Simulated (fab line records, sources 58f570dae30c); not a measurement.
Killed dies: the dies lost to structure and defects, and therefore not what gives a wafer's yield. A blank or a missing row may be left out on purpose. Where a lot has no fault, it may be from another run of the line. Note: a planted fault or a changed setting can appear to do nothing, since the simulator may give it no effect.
Which tool did it? | flow berkeley_cmos170 | Sampling: 15 lots, 45 wafers, 5 of 331 route steps

WHAT THE GAUGES SHOWED, per wafer
UCB170_START_BOW_MEAS_00. Usual: INCOMING_BOW typically reads 0 um, with standard deviation 6.1.
lot  | measured    | on            | INCOMING_BOW (um) | flag
L385 | day 1 10:00 | film_metro-04 | 11 0 -5           |
L387 | day 1 20:00 | film_metro-04 | -4 11 -7          |
L388 | day 2 01:00 | film_metro-01 | -8 7 -8           |
L392 | day 2 21:02 | film_metro-04 | -8 3 -8           |
L393 | day 3 02:00 | film_metro-04 | -6 3 3            |
L394 | day 3 07:01 | film_metro-02 | -3 2 5            |
L395 | day 3 12:00 | film_metro-01 | -6 -1 2           |
L396 | day 3 17:00 | film_metro-02 | 0 4 -5            |
L397 | day 3 22:00 | film_metro-01 | 2 -10 11          |
L399 | day 4 08:00 | film_metro-01 | -1 -2 3           |
L402 | day 4 23:00 | film_metro-02 | 3 -5 5            |
L404 | day 5 09:01 | film_metro-02 | 3 5 3             |
L406 | day 5 19:02 | film_metro-04 | -1 1 9            |
L407 | day 6 00:02 | film_metro-01 | -4 -6 3           |
L408 | day 6 05:01 | film_metro-04 | -9 0 -14          |

UCB170_PWELL_TW_MEAS_17. Usual: PWELL_TW typically reads 378, with standard deviation 3.
lot  | measured    | on            | PWELL_TW                | flag
L385 | day 3 07:09 | film_metro-03 | 382 382 381             |
L387 | day 3 14:41 | film_metro-03 | 382 383 378             |
L388 | day 4 02:59 | film_metro-04 | 379 379 377             |
L392 | day 4 20:03 | film_metro-04 | 378 376 379             |
L393 | day 4 20:19 | film_metro-03 | 381 379 383             |
L394 | day 5 06:23 | film_metro-04 | 359 361 360 361 360 360 | OFF
L395 | day 5 15:10 | film_metro-03 | 363 364 363 362 363 364 | OFF
L396 | day 5 15:24 | film_metro-03 | 378 380 379             |
L397 | day 5 19:56 | film_metro-03 | 363 362 363 364 364 363 | OFF
L399 | day 6 04:19 | film_metro-02 | 374 374 373             |
L402 | day 7 01:32 | film_metro-04 | 377 377 376             |
L404 | day 7 10:14 | film_metro-04 | 378 378 377             |
L406 | day 7 23:14 | film_metro-02 | 373 375 372             |
L407 | day 8 11:33 | film_metro-03 | 381 380 380             |
L408 | day 8 11:49 | film_metro-03 | 383 380 381             |

UCB170_PVT_OVL_MEAS_06. Usual: PVT_OVL typically reads -1 nm, with standard deviation 5.
lot  | measured     | on         | PVT_OVL (nm) | flag
L385 | day 6 07:17  | overlay-01 | 1 9 7        |
L387 | day 6 15:38  | overlay-01 | -4 -5 -1     |
L388 | day 7 06:28  | overlay-02 | -4 -6 -6     |
L392 | day 8 05:58  | overlay-01 | -6 -8 1      |
L393 | day 8 05:45  | overlay-01 | 1 5 11       |
L394 | day 8 16:31  | overlay-02 | -4 -1 -8     |
L395 | day 9 04:41  | overlay-02 | -6 4 4       |
L396 | day 9 04:43  | overlay-01 | -9 -2 -2     |
L397 | day 9 13:17  | overlay-01 | -8 -2 -4     |
L399 | day 9 19:30  | overlay-02 | -4 5 2       |
L402 | day 10 18:05 | overlay-01 | 8 6 -2       |
L404 | day 11 00:43 | overlay-01 | 1 3 -2       |
L406 | day 11 09:37 | overlay-02 | 1 -1 -2      |
L407 | day 12 01:20 | overlay-01 | -3 -5 -1     |
L408 | day 12 00:43 | overlay-01 | 4 8 5        |

EACH LOT AND THE TOOL THAT RAN IT (in order: tool; ch and the chambers of the sampled wafers; start)
lot  | UCB170_PWELL_IMPLANT_15        | UCB170_NVT_STRIP_08
L385 | implanter-03 ch 0, day 3 06:54 | plasma_asher-01 ch 1, day 6 04:51
L387 | implanter-02 ch 0, day 3 14:26 | plasma_asher-03 ch 0,1, day 6 14:02
L388 | implanter-04 ch 0, day 4 02:44 | plasma_asher-03 ch 0,1, day 7 05:10
L392 | implanter-03 ch 0, day 4 19:49 | plasma_asher-02 ch 0,1, day 8 04:13
L393 | implanter-04 ch 0, day 4 20:04 | plasma_asher-03 ch 0,1, day 8 03:52
L394 | implanter-02 ch 0, day 5 06:08 | plasma_asher-01 ch 0,1, day 8 13:57
L395 | implanter-02 ch 0, day 5 14:55 | plasma_asher-02 ch 1, day 9 02:53
L396 | implanter-03 ch 0, day 5 15:09 | plasma_asher-02 ch 0,1, day 9 03:06
L397 | implanter-02 ch 0, day 5 19:41 | plasma_asher-01 ch 0,1, day 9 11:47
L399 | implanter-03 ch 0, day 6 04:04 | plasma_asher-02 ch 0,1, day 9 18:12
L402 | implanter-03 ch 0, day 7 01:17 | plasma_asher-02 ch 0,1, day 10 16:37
L404 | implanter-03 ch 0, day 7 10:00 | plasma_asher-03 ch 0,1, day 10 22:49
L406 | implanter-04 ch 0, day 7 23:01 | plasma_asher-03 ch 0,1, day 11 07:57
L407 | implanter-04 ch 0, day 8 11:20 | plasma_asher-03 ch 0,1, day 12 00:02
L408 | implanter-02 ch 0, day 8 11:35 | plasma_asher-01 ch 0,1, day 11 23:19
- UCB170_PWELL_IMPLANT_15
- UCB170_NVT_STRIP_08: strips in O2.

WHAT THE TOOLS THEMSELVES READ (means of the sampled wafers that have a number; where no wafer has one, the mark that the record gives instead)
UCB170_PWELL_IMPLANT_15. Usual: beam_energy_keV 60.005, standard deviation 0.02; dose_ions_cm2 5.001e+12, standard deviation 5.5e+09; faraday_current_uA 15.9, standard deviation 0.31.
lot  | tool         | beam_energy_keV | dose_ions_cm2 | faraday_current_uA | flag
L385 | implanter-03 | 59.984          | 5.003e+12     | 16.1               |
L387 | implanter-02 | 60.030          | 4.999e+12     | 16.1               |
L388 | implanter-04 | 59.995          | 4.997e+12     | 15.9               |
L392 | implanter-03 | 59.990          | 4.998e+12     | 15.6               |
L393 | implanter-04 | 60.020          | 5.003e+12     | 16.1               |
L394 | implanter-02 | 59.992          | 4.371e+12     | 14.0               | OFF
L395 | implanter-02 | 60.000          | 4.369e+12     | 14.0               | OFF
L396 | implanter-03 | 60.001          | 4.998e+12     | 16.0               |
L397 | implanter-02 | 59.993          | 4.365e+12     | 14.0               | OFF
L399 | implanter-03 | 59.981          | 4.999e+12     | 15.6               |
L402 | implanter-03 | 60.005          | 4.997e+12     | 15.7               |
L404 | implanter-03 | 59.999          | 5.006e+12     | 16.0               |
L406 | implanter-04 | 60.021          | 5.005e+12     | 15.9               |
L407 | implanter-04 | 60.023          | 5.005e+12     | 15.7               |
L408 | implanter-02 | 60.000          | 5.001e+12     | 15.7               |

UCB170_NVT_STRIP_08. Usual: drypump_motor_current_A 5.5 A, standard deviation 0.48; oes_product_au 0.734 a.u., standard deviation 0.0046; strip_time_to_endpoint_s 21.62 s, standard deviation 0.063.
lot  | tool            | drypump_motor_current_A (A) | oes_product_au (a.u.) | strip_time_to_endpoint_s (s) | flag
L385 | plasma_asher-01 | 5.7                         | 0.735                 | 21.68                        |
L387 | plasma_asher-03 | 5.7                         | 0.735                 | 21.64                        |
L388 | plasma_asher-03 | 6.1                         | 0.737                 | 21.57                        |
L392 | plasma_asher-02 | 5.3                         | 0.733                 | 21.52                        |
L393 | plasma_asher-03 | 6.1                         | 0.735                 | 21.68                        |
L394 | plasma_asher-01 | 5.5                         | 0.735                 | 21.51                        |
L395 | plasma_asher-02 | 5.2                         | 0.734                 | 21.61                        |
L396 | plasma_asher-02 | 5.2                         | 0.735                 | 21.57                        |
L397 | plasma_asher-01 | 5.3                         | 0.736                 | 21.61                        |
L399 | plasma_asher-02 | 5.3                         | 0.732                 | 21.69                        |
L402 | plasma_asher-02 | 5.2                         | 0.730                 | 21.58                        |
L404 | plasma_asher-03 | 5.7                         | 0.732                 | 21.58                        |
L406 | plasma_asher-03 | 6.1                         | 0.737                 | 21.64                        |
L407 | plasma_asher-03 | 5.7                         | 0.736                 | 21.60                        |
L408 | plasma_asher-01 | 5.5                         | 0.734                 | 21.58                        |

THE ANSWER, worked out from the rows above alone
Rule: lot off if the mean of its wafers having a number is beyond 3 standard deviations from the usual mean. A lot without any number at a reading at which 4 lots or more have one is off too. All remaining lots with rows at the step are treated as sound. First the gauges in route order, then the tools' own readings, where a lot's mean is used as printed above. At the first step where some lot is off, the reading lying furthest off is the one used; lots without a number count as furthest.
Off: L394, L395, L397, at UCB170_PWELL_TW_MEAS_17 (PWELL_TW).
If a tool, at a process step before that reading, ran all the lots that are off and no sound lot after the first of them, it fits. The gauges at UCB170_PWELL_TW_MEAS_17 aren't tried: what is off there is off at UCB170_PWELL_IMPLANT_15 too, on other tools, and a gauge's error can't cause that. Of those tried, none fits.

WHAT THE SIMULATOR PUT IN
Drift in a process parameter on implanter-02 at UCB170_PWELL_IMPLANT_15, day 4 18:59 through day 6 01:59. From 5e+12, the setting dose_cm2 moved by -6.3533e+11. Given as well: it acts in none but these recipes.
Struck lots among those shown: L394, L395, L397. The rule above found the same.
